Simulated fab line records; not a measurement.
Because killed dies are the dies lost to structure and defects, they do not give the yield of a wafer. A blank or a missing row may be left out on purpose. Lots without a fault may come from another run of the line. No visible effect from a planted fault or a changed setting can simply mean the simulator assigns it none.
Chamber matching / flow berkeley-cmos170 / 4 sister chambers for UCB170_M2_ETCH_17 on rie-diel-03
The step etches BARC in N2/H2. 8 wafers are shown with their chamber, then 9 later ones without.

== EACH WAFER AND ITS CHAMBER ==
wafer=L086.6; chamber=0; throttle-valve-pct (%)=13.26; drypump-motor-current-A (A)=5.8
wafer=L087.1; chamber=0; throttle-valve-pct (%)=13.25; drypump-motor-current-A (A)=5.7
wafer=L090.2; chamber=1; throttle-valve-pct (%)=13.13; drypump-motor-current-A (A)=6.7
wafer=L090.3; chamber=3; throttle-valve-pct (%)=13.15; drypump-motor-current-A (A)=6.0
wafer=L090.5; chamber=2; throttle-valve-pct (%)=13.32; drypump-motor-current-A (A)=6.1
wafer=L091.1; chamber=1; throttle-valve-pct (%)=13.13; drypump-motor-current-A (A)=6.8
wafer=L091.2; chamber=2; throttle-valve-pct (%)=13.32; drypump-motor-current-A (A)=6.0
wafer=L091.4; chamber=3; throttle-valve-pct (%)=13.16; drypump-motor-current-A (A)=6.0

== WAFERS WITHOUT THEIR CHAMBER ==
wafer=L093.2; throttle-valve-pct (%)=13.26; drypump-motor-current-A (A)=5.8
wafer=L093.3; throttle-valve-pct (%)=13.16; drypump-motor-current-A (A)=6.0
wafer=L093.4; throttle-valve-pct (%)=13.14; drypump-motor-current-A (A)=6.8
wafer=L095.3; throttle-valve-pct (%)=13.15; drypump-motor-current-A (A)=6.7
wafer=L095.4; throttle-valve-pct (%)=13.32; drypump-motor-current-A (A)=6.0
wafer=L095.5; throttle-valve-pct (%)=13.15; drypump-motor-current-A (A)=6.0
wafer=L097.2; throttle-valve-pct (%)=13.34; drypump-motor-current-A (A)=6.0
wafer=L097.4; throttle-valve-pct (%)=13.17; drypump-motor-current-A (A)=6.0
wafer=L097.6; throttle-valve-pct (%)=13.26; drypump-motor-current-A (A)=5.8

== WHICH CHAMBER EACH ONE RAN IN ==
wafer=L093.2; from the rows above=0; in truth=0
wafer=L093.3; from the rows above=3; in truth=3
wafer=L093.4; from the rows above=1; in truth=1
wafer=L095.3; from the rows above=1; in truth=1
wafer=L095.4; from the rows above=2; in truth=2
wafer=L095.5; from the rows above=3; in truth=3
wafer=L097.2; from the rows above=2; in truth=2
wafer=L097.4; from the rows above=3; in truth=3
wafer=L097.6; from the rows above=0; in truth=0
9 of 9 placed correctly. Left unplaced by these rows: 0. 0 placed wrongly.
How it was worked out, from the rows above alone: a wafer's distance from a chamber is the root of the sum, over the readings, of the square of ((its reading less the chamber's mean) divided by the reading's scatter). If the next closest chamber is less than 2 further off than the closest, the wafer can't be placed; otherwise it belongs to the closest. The mean given for a chamber averages the wafers shown for that chamber. How the scatter is found: for the shown wafers, subtract from each reading the mean of its chamber, square and add these, divide the total by (wafers less chambers), then take the root.
